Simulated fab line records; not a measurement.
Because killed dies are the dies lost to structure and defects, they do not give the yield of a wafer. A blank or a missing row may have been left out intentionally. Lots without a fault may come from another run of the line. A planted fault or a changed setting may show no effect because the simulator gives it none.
Check of tool commonality    flow rit cmos    42 wafers sampled across 14 lots

## THE REASON FOR OPENING IT
2 of 14 lots carry a flag on the reading PSD_RS at RIT_SDANNEAL_RS_MEAS_04. No-fault wafers: 115.9 ohm/sq, standard deviation 0.33.
Rule: flag the lot when none of its wafers has a number, or when each of its wafers that has one lies beyond 4 standard deviations from that mean. All remaining lots are regarded as sound.

lot   measured     on             PSD_RS (ohm/sq), wafer by wafer  flag
L851  day 3 02:14  film metro-01  115.9 116.1 115.9                
L852  day 3 07:03  film metro-01  115.8 115.8 116.0                
L854  day 3 15:28  film metro-03  116.4 116.3 116.5                
L855  day 3 21:26  film metro-03  115.5 115.7 115.6                
L858  day 4 11:53  film metro-02  115.9 116.1 116.1                
L859  day 4 17:56  film metro-03  115.7 115.7 115.9                
L860  day 4 22:03  film metro-03  116.1 116.2 116.0                
L862  day 5 08:57  film metro-03  115.8 115.8 116.1                
L863  day 5 15:37  film metro-03  116.0 115.8 115.9                
L865  day 6 00:00  film metro-01  115.9 115.9 116.0                
L864  day 6 00:55  film metro-02  116.0 116.3 115.9                
L867  day 6 09:02  film metro-02  115.7 115.5 115.9                
L871  day 7 05:52  film metro-02  94.0 94.3 94.3                   FLAGGED
L873  day 7 15:52  film metro-03  93.8 93.9 94.1                   FLAGGED
Average over the flagged lots: 94.1 ohm/sq; offset from the usual -21.8 ohm/sq, equal to -66 standard deviations.

## LOT BY LOT: THE TOOL USED
The record holds 2 process steps before the reading, out of a route of 202 steps. Every cell lists first the tool, next ch and the chambers used by the sampled wafers, and last the start.
lot   flag     RIT_GATE_STRIP_20                    RIT_SDANNEAL_RTA_03
L851           plasma asher-01 ch 0,1, day 2 13:16  rtp anneal-01 ch 0, day 3 02:10
L852           plasma asher-03 ch 0,1, day 2 18:56  rtp anneal-02 ch 0, day 3 06:59
L854           plasma asher-01 ch 0,1, day 3 02:58  rtp anneal-02 ch 0, day 3 15:24
L855           plasma asher-04 ch 0,1, day 3 09:05  rtp anneal-01 ch 0, day 3 21:23
L858           plasma asher-01 ch 0,1, day 3 23:44  rtp anneal-02 ch 0, day 4 11:49
L859           plasma asher-04 ch 0,1, day 4 04:40  rtp anneal-01 ch 0, day 4 17:52
L860           plasma asher-03 ch 0,1, day 4 09:28  rtp anneal-02 ch 0, day 4 21:59
L862           plasma asher-03 ch 0,1, day 4 19:49  rtp anneal-02 ch 0, day 5 08:53
L863           plasma asher-03 ch 0,1, day 5 02:34  rtp anneal-01 ch 0, day 5 15:33
L865           plasma asher-04 ch 0,1, day 5 11:27  rtp anneal-02 ch 0, day 5 23:56
L864           plasma asher-01 ch 0,1, day 5 11:51  rtp anneal-02 ch 0, day 6 00:51
L867           plasma asher-04 ch 0,1, day 5 20:49  rtp anneal-01 ch 0, day 6 08:58
L871  FLAGGED  plasma asher-03 ch 0,1, day 6 16:27  rtp anneal-01 ch 0, day 7 05:48
L873  FLAGGED  plasma asher-01 ch 0,1, day 7 03:31  rtp anneal-01 ch 0, day 7 15:49
What these steps do:
- RIT_GATE_STRIP_20: strips in O2, time 180 s.
- RIT_SDANNEAL_RTA_03: time 5 s.
- RIT_SDANNEAL_RS_MEAS_04: measures by four-point-probe.

## FLAGGED AGAINST TOTAL, ONE TOOL AT A TIME (gauges that did the reading follow at the end)
step                     tool             lots run  flagged  share of the flagged lots  sound lots run after its first flagged lot
RIT_GATE_STRIP_20        plasma asher-01  5         1        some                       0
RIT_GATE_STRIP_20        plasma asher-03  5         1        some                       0
RIT_GATE_STRIP_20        plasma asher-04  4         0        none                       -
RIT_SDANNEAL_RTA_03      rtp anneal-01    7         2        all                        0
RIT_SDANNEAL_RTA_03      rtp anneal-02    7         0        none                       -
RIT_SDANNEAL_RS_MEAS_04  film metro-01    3         0        none                       -
RIT_SDANNEAL_RS_MEAS_04  film metro-02    4         1        some                       0
RIT_SDANNEAL_RS_MEAS_04  film metro-03    7         1        some                       0

## WHAT THE TABLE PERMITS
Rows of the table that ran each flagged lot: 1, that is rtp anneal-01 at RIT_SDANNEAL_RTA_03.
- rtp anneal-01 at RIT_SDANNEAL_RTA_03 ran 7 lots, 2 of them flagged. It ran its last sound lot, L867, at day 6 08:58 and its first flagged lot, L871, at day 7 05:48: a fault with its onset between the two fits. Its own readings (wafer_temp_C_max) fall more than 4 standard deviations out on all wafers of the flagged lots.
Just one tool remains: rtp anneal-01 at RIT_SDANNEAL_RTA_03.

## WHAT THE SIMULATOR PUT IN
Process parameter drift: rtp anneal-01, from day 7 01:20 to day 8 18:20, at RIT_SDANNEAL_RTA_03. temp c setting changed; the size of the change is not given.
Lots struck among those shown: L871, L873. The same result came from the rule above.
